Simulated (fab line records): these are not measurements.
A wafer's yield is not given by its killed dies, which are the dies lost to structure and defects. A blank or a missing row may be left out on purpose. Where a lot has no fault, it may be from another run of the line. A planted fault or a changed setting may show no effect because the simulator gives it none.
fab line records | flow ritCmos
record lots=5 wafers=15 lastDay=7
route steps=202 shown ACTIVE@1 FOX1@20 FOX2@23
lots with no fault: from the same line, run without faults
startH: start of the lot's first displayed wafer, in hours after the record's first day | waitH: hours elapsed since this lot's preceding step | " identical to the entry in the row above | L1.1+2: a single row standing in for several wafers | - no value, or no start was given | * or withheld: withheld | < > ~ a bound
route shown NAME@n: a module of which the file shows steps, and the number in the route of the first | usual: mean/standard deviation taken from wafers without a fault | same: alike in all rows | chamber/n: place in a boat | sites: per-site readings | _std_site: how widely they spread, as a standard deviation | _edge_site: outer sites' mean less inner sites' | radiusMm: for every site, how far away it sits from the centre of the wafer | mask NAME#n: copy n | behind: tool/chamber where the wafer was last shaped | hold: the reason the lot was held/the length of the hold in hours/how it ended | device: transistor that didn't switch, given as n, p or np | end of line: tests of these same wafers at the route's end | step lacking rows: just its recipe | killed: at the first sort, the dies lost to defects and structure; wafer yield is something else | map: a wafer's dies, x killed, . not, _ none there
set.NAME: the setting as run; set.NAME@STEP: as run at that earlier step | model.NAME: the simulator's own value behind a step, which no gauge read
lots at some steps of the route; a table a step, a row a wafer
services: from which hour (startH, from the record's first day; less than 0 if before it) a tool's chamber was out of use, for how many hours, and why
## steps
# step RIT_ACTIVE_BOW_MEAS_00
# recipe mode=bow
# usual INCOMING_BOW=0/6.4
# columns lot.wafer tool chamber startH waitH INCOMING_BOW[um]
L377.1 filmMetro-04 - 25.00 - -1
L377.4 " - " " -8
L377.6 " - " " -4
L381.1 filmMetro-04 - 45.00 - -13
L381.2 " - " " 10
L381.4 " - " " 3
L387.4 filmMetro-04 - 75.06 - 4
L387.5 " - " " -7
L387.6 " - " " 14
L388.3 filmMetro-04 - 80.04 - 6
L388.4 " - " " -4
L388.5 " - " " 5
L397.3 filmMetro-03 - 125.04 - 5
L397.4 " - " " 5
L397.6 " - " " -5
# step RIT_ACTIVE_OXIDATION_01
# recipe tempC=1000 ambient=O2 targetThkA=468 oxTimeS=3360
# step RIT_ACTIVE_THK_MEAS_02
# recipe reads=SiO2_of_ACTIVE_OXIDATION_01
# usual ACTIVE_OXIDE_THK=47.0/0.84
# columns lot.wafer tool chamber startH waitH ACTIVE_OXIDE_THK[nm]
L377.1 filmMetro-03 - 29.34 0.0 47.6
L377.4 " - " " 47.8
L377.6 " - " " 47.9
L381.1 filmMetro-04 - 47.05 0.0 46.4
L381.2 " - " " 46.2
L381.4 " - " " 47.6
L387.4 filmMetro-02 - 79.63 0.0 47.0
L387.5 " - " " 46.2
L387.6 " - " " 47.7
L388.3 filmMetro-04 - 82.87 0.0 47.6
L388.4 " - " " 46.8
L388.5 " - " " 48.4
L397.3 filmMetro-04 - 130.03 0.0 48.2
L397.4 " - " " 48.3
L397.6 " - " " 48.4
# step RIT_ACTIVE_CVD_03
# recipe material=Si3N4 targetThkNm=150 tempC=810 precursor=SiH2Cl2/NH3 timeS=1500 pressureMtorr=300 sih2cl2FlowSccm=60 nh3FlowSccm=150
# usual zonePowerSourcePct=22.7/0.79
# columns lot.wafer tool chamber startH waitH zonePowerSourcePct model.Si3N4_of_ACTIVE_CVD_03.thkNm
L377.1 lpcvd-02 0 29.40 0.1 23.3 150.9
L377.4 " 0 " " 23.4 151.3
L377.6 " 0 " " 22.9 150.1
L381.1 lpcvd-01 1 47.11 0.1 21.7 152.4
L381.2 " 1 " " 21.3 149.7
L381.4 " 1 " " 21.6 150.7
L387.4 lpcvd-01 0 79.66 0.0 23.3 149.8
L387.5 " 0 " " 23.9 150.4
L387.6 " 0 " " 23.4 150.7
L388.3 lpcvd-01 0 82.91 0.0 23.4 102.1
L388.4 " 0 " " 23.5 100.8
L388.5 " 0 " " 23.2 101.7
L397.3 lpcvd-02 0 130.07 0.0 22.9 152.7
L397.4 " 0 " " 23.1 150.5
L397.6 " 0 " " 23.3 152.7
# step RIT_ACTIVE_THK_MEAS_04
# recipe reads=Si3N4_of_ACTIVE_CVD_03
# usual ACTIVE_NITRIDE_THK=149.9/1.3
# columns lot.wafer tool chamber startH waitH ACTIVE_NITRIDE_THK[nm]
L377.1 filmMetro-03 - 30.82 0.0 150.9
L377.4 " - " " 151.4
L377.6 " - " " 150.0
L381.1 filmMetro-04 - 48.54 0.0 152.5
L381.2 " - " " 149.7
L381.4 " - " " 150.8
L387.4 filmMetro-03 - 81.11 0.0 149.8
L387.5 " - " " 150.4
L387.6 " - " " 150.7
L388.3 filmMetro-03 - 84.34 0.0 102.1
L388.4 " - " " 100.9
L388.5 " - " " 101.7
L397.3 filmMetro-04 - 131.50 0.0 152.6
L397.4 " - " " 150.6
L397.6 " - " " 152.9
# step RIT_ACTIVE_HMDS_05
# recipe primeTimeS=60 primeTempC=140
# step RIT_ACTIVE_COAT_06
# recipe resist=NOVOLAK spinRpm=3250 resistThkNm=1000
# step RIT_ACTIVE_SOFTBAKE_07
# recipe resist=NOVOLAK tempC=90 timeS=60
# step RIT_ACTIVE_EXPOSE_08
# recipe maskId=M1 na=0.6 sourceShape=conventional sigmaOuter=0.6 targetCdNm=1400 doseMj=225
# step RIT_ACTIVE_PEB_09
# recipe resist=NOVOLAK tempC=withheld timeS=withheld
# step RIT_ACTIVE_DEVELOP_10
# recipe resist=NOVOLAK developTimeS=50 devTempC=23.68
# step RIT_ACTIVE_CD_MEAS_11
# recipe targetCdNm=1400
# usual cdNm=1399.9/2.1
# columns lot.wafer tool chamber startH waitH cdNm
L377.1 cdSem-01 - 31.98 - 1396.7
L377.4 " - " " 1397.7
L377.6 " - " " 1397.7
L381.1 cdSem-02 - 49.45 - 1402.7
L381.2 " - " " 1402.2
L381.4 " - " " 1400.5
L387.4 cdSem-01 - 82.05 - 1403.4
L387.5 " - " " 1403.3
L387.6 " - " " 1404.5
L388.3 cdSem-02 - 85.64 - 1400.1
L388.4 " - " " 1399.3
L388.5 " - " " 1399.1
L397.3 cdSem-02 - 132.62 - 1397.3
L397.4 " - " " 1397.0
L397.6 " - " " 1396.6
# step RIT_ACTIVE_HARDBAKE_12
# recipe resist=NOVOLAK tempC=140 timeS=60
# step RIT_ACTIVE_ETCH_13
# recipe stopOn=SiO2 chemistry=SF6 target=Si3N4 timeS=210 overEtchFrac=0.4 SF6_flow_sccm=200 pressureMtorr=260 rfW=125 targetDepthA=2100
# usual drypumpMotorCurrentA=5.7/0.44 oesProductAu=0.816/0.012 throttleValvePct=7.52/0.12
# columns lot.wafer tool chamber startH waitH drypumpMotorCurrentA oesProductAu rfHoursCounterH throttleValvePct model.etch.depthNm model.ACTIVE.featureDepthNm
L377.1 rieDiel-04 1 32.35 0.1 6.2 0.801 121 7.47 150.9 150.9
L377.4 " 3 " " 5.9 0.812 129 7.42 151.3 151.3
L377.6 " 3 " " 5.9 0.810 - 7.44 150.1 150.1
L381.1 rieDiel-04 0 49.72 0.1 4.8 0.824 77 7.71 152.4 152.4
L381.2 " 2 " " 6.3 0.817 3 7.52 149.7 149.7
L381.4 " 1 " " 6.2 0.799 121 7.46 150.7 150.7
L387.4 rieDiel-01 3 82.26 0.1 6.1 0.818 5 7.54 149.8 149.8
L387.5 " 1 " " 5.6 0.807 - 7.48 150.4 150.4
L387.6 " 2 " " 5.9 0.811 - 7.51 150.7 151
L388.3 rieDiel-04 2 85.87 0.1 6.3 0.674 3 7.51 102.1 102.1
L388.4 " 0 " " 4.8 0.660 78 7.72 100.8 100.8
L388.5 " 2 " " 6.3 0.678 - 7.52 101.7 101.7
L397.3 rieDiel-01 2 132.85 0.1 6.0 0.810 83 7.52 152.7 153.1
L397.4 " 3 " " 6.0 0.829 6 7.56 150.5 150.5
L397.6 " 1 " " 5.6 0.809 - 7.49 152.7 152.7
# step RIT_ACTIVE_STRIP_14
# recipe chemistry=O2 timeS=180 resist=NOVOLAK platenTempC=withheld powerW=500 pressureMtorr=4000 o2FlowSccm=4000
# usual drypumpMotorCurrentA=5.4/0.42 rfReflPowerW=5.8/1.8
# columns lot.wafer tool chamber startH waitH drypumpMotorCurrentA rfHoursCounterH rfReflPowerW
L377.1 plasmaAsher-04 0 32.49 0.1 6.0 38 7.2
L377.4 " 0 " " 6.0 - 7.0
L377.6 " 1 " " 5.3 - 3.5
L381.1 plasmaAsher-01 0 49.85 0.1 5.0 38 4.3
L381.2 " 1 " " 4.9 38 8.3
L381.4 " 0 " " 5.0 - 4.3
L387.4 plasmaAsher-04 1 82.45 0.1 5.3 - 3.5
L387.5 " 1 " " 5.3 - 3.6
L387.6 " 0 " " 5.9 - 6.9
L388.3 plasmaAsher-04 1 86.06 0.1 5.3 - 3.4
L388.4 " 0 " " 6.0 - 6.2
L388.5 " 1 " " 5.3 - 3.5
L397.3 plasmaAsher-01 0 133.05 0.1 5.0 - 4.5
L397.4 " 1 " " 4.8 - 8.1
L397.6 " 0 " " 5.0 - 4.4
# step RIT_ACTIVE_CD_MEAS_90
# recipe targetCdNm=1400
# usual cdNm=1399.9/2.1
# columns lot.wafer tool chamber startH waitH cdNm
L377.1 cdSem-01 - 32.66 0.1 1396.6
L377.4 " - " " 1397.9
L377.6 " - " " 1398.1
L381.1 cdSem-01 - 50.02 0.1 1402.9
L381.2 " - " " 1402.6
L381.4 " - " " 1400.5
L387.4 cdSem-01 - 82.62 0.1 1403.0
L387.5 " - " " 1403.7
L387.6 " - " " 1404.0
L388.3 cdSem-01 - 86.22 0.1 1400.4
L388.4 " - " " 1399.1
L388.5 " - " " 1399.0
L397.3 cdSem-02 - 133.20 0.1 1397.2
L397.4 " - " " 1396.9
L397.6 " - " " 1397.2
# step RIT_ACTIVE_CLEAN_15
# recipe chemistry=SC1 mix=3:3:50 timeS=575.9 tempC=75
# step RIT_ACTIVE_CLEAN_16
# recipe chemistry=dHF dilution=50:1 timeS=30
# step RIT_ACTIVE_CLEAN_17
# recipe chemistry=SC2 mix=3:3:50 timeS=600 tempC=75 dry=n2Spin
# step RIT_FOX1_OXIDATION_00
# recipe tempC=1100 ambient=H2O targetThkA=3507 pH2oTorr=720 oxTimeS=1130
# step RIT_FOX1_THK_MEAS_01
# recipe reads=SiO2_of_FOX1_OXIDATION_00
# usual FOX1_OXIDE_THK=353/7.1
# columns lot.wafer tool chamber startH waitH FOX1_OXIDE_THK[nm]
L377.1 filmMetro-03 - 34.49 0.0 361
L377.4 " - " " 360
L377.6 " - " " 357
L381.1 filmMetro-03 - 52.19 0.0 351
L381.2 " - " " 348
L381.4 " - " " 351
L388.3 filmMetro-02 - 88.93 0.0 349
L388.4 " - " " 354
L388.5 " - " " 350
L387.4 filmMetro-03 - 88.94 0.0 357
L387.5 " - " " 358
L387.6 " - " " 353
L397.3 filmMetro-01 - 136.15 0.0 353
L397.4 " - " " 363
L397.6 " - " " 359
# step RIT_FOX1_WET_ETCH_02
# recipe chemistry=BOE targetDepthNm=350 timeS=390 tempC=21.5 dry=n2Spin dilution=10:1 target=SiO2
# step RIT_FOX2_OXIDATION_00
# recipe tempC=1100 ambient=H2O targetThkA=3507 pH2oTorr=720 oxTimeS=1130
# step RIT_FOX2_THK_MEAS_01
# recipe reads=SiO2_of_FOX2_OXIDATION_00
# usual FOX2_OXIDE_THK=350/7.9
# columns lot.wafer tool chamber startH waitH FOX2_OXIDE_THK[nm]
L377.1 filmMetro-04 - 37.59 0.0 353
L377.4 " - " " 348
L377.6 " - " " 344
L381.1 filmMetro-01 - 55.05 0.0 341
L381.2 " - " " 345
L381.4 " - " " 343
L388.3 filmMetro-01 - 93.50 0.0 348
L388.4 " - " " 350
L388.5 " - " " 359
L387.4 filmMetro-04 - 93.51 0.0 355
L387.5 " - " " 361
L387.6 " - " " 361
L397.3 filmMetro-01 - 138.39 0.0 356
L397.4 " - " " 359
L397.6 " - " " 351
# step RIT_FOX2_CLEAN_02
# recipe chemistry=dHF dilution=50:1 timeS=180
# columns lot.wafer tool chamber startH waitH model.Si3N4_of_ACTIVE_CVD_03.thkNm
L377.1 wetBench-01 3 37.65 0.1 131.8
L377.4 " 3 " " 132.1
L377.6 " 3 " " 130.9
L381.1 wetBench-02 2 55.11 0.1 133.3
L381.2 " 2 " " 130.6
L381.4 " 2 " " 131.6
L387.4 wetBench-02 1 93.54 0.0 130.6
L387.5 " 1 " " 131.1
L387.6 " 1 " " 131.4
L388.3 wetBench-02 0 93.54 0.0 82.8
L388.4 " 0 " " 81.5
L388.5 " 0 " " 82.45
L397.3+6 wetBench-04 2 138.43 0.0 133.6
L397.4 " 2 " " 131.4
# step RIT_FOX2_WET_ETCH_03
# recipe chemistry=H3PO4 target=Si3N4 targetDepthNm=195 tempC=165 timeS=2700
## services
# columns tool chamber startH hours kind
plasmaAsher-04 - 17.94 6.0 repair
wetBench-04 - 19.21 6.3 repair
rieDiel-01 0 33.63 - clean
rieDiel-01 0 33.63 16.7 scheduledDown
rieDiel-01 0 33.63 16.7 ventCycle
plasmaAsher-04 - 43.51 3.7 repair
rieDiel-01 1 49.92 13.7 repair
plasmaAsher-04 - 51.11 3.1 repair
rieDiel-01 2 52.35 3.6 repair
rieDiel-04 2 62.58 1.5 repair
plasmaAsher-04 - 77.09 1.1 repair
rieDiel-01 - 84.90 2.8 pm
lpcvd-01 - 86.04 0.6 repair
rieDiel-01 - 90.31 14.6 pm
rieDiel-04 3 103.86 3.8 repair
plasmaAsher-04 - 108.75 9.0 pm
plasmaAsher-04 0 108.75 9.0 ventCycle
plasmaAsher-04 1 108.75 9.0 ventCycle
plasmaAsher-04 0 117.75 - clean
plasmaAsher-04 1 117.75 - clean
rieDiel-01 1 123.80 4.4 repair
plasmaAsher-04 - 131.12 4.3 pm
## key
firstSign step=RIT_ACTIVE_THK_MEAS_04 reading=ACTIVE_NITRIDE_THK direction=down sigmas=39 usual=149.9 struck=101.6
effect step=RIT_ACTIVE_ETCH_13 reading=oesProductAu direction=down sigmas=12 usual=0.816 struck=0.671
modelEffect step=RIT_ACTIVE_CVD_03 value=Si3N4_of_ACTIVE_CVD_03.thkNm without=151.1 struck=101.6
modelEffect step=RIT_ACTIVE_ETCH_13 value=etch.depthNm without=151.1 struck=101.6
modelEffect step=RIT_FOX2_CLEAN_02 value=Si3N4_of_ACTIVE_CVD_03.thkNm without=131.8 struck=82.25
metAt RIT_ACTIVE_CVD_03
struckWafers L388.3,L388.4,L388.5
testerLeftOut L388
onsetBetween 79.66 82.91
fault kind=processParameterDrift tool=lpcvd-01 chamber=0 onsetH=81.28 steps=RIT_ACTIVE_CVD_03 channel=targetThkNm offset=-49.5 shape=step endH=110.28 actsIn=theseRecipesOnly stated=150
# testerLeftOut: of these lots the tester's yield and bins aren't shown, on N5 and GAA mostly nor the transistor test; their killed dies are dies lost to structure and defects alone, not to doping, threshold or leakage, so they don't give the yield
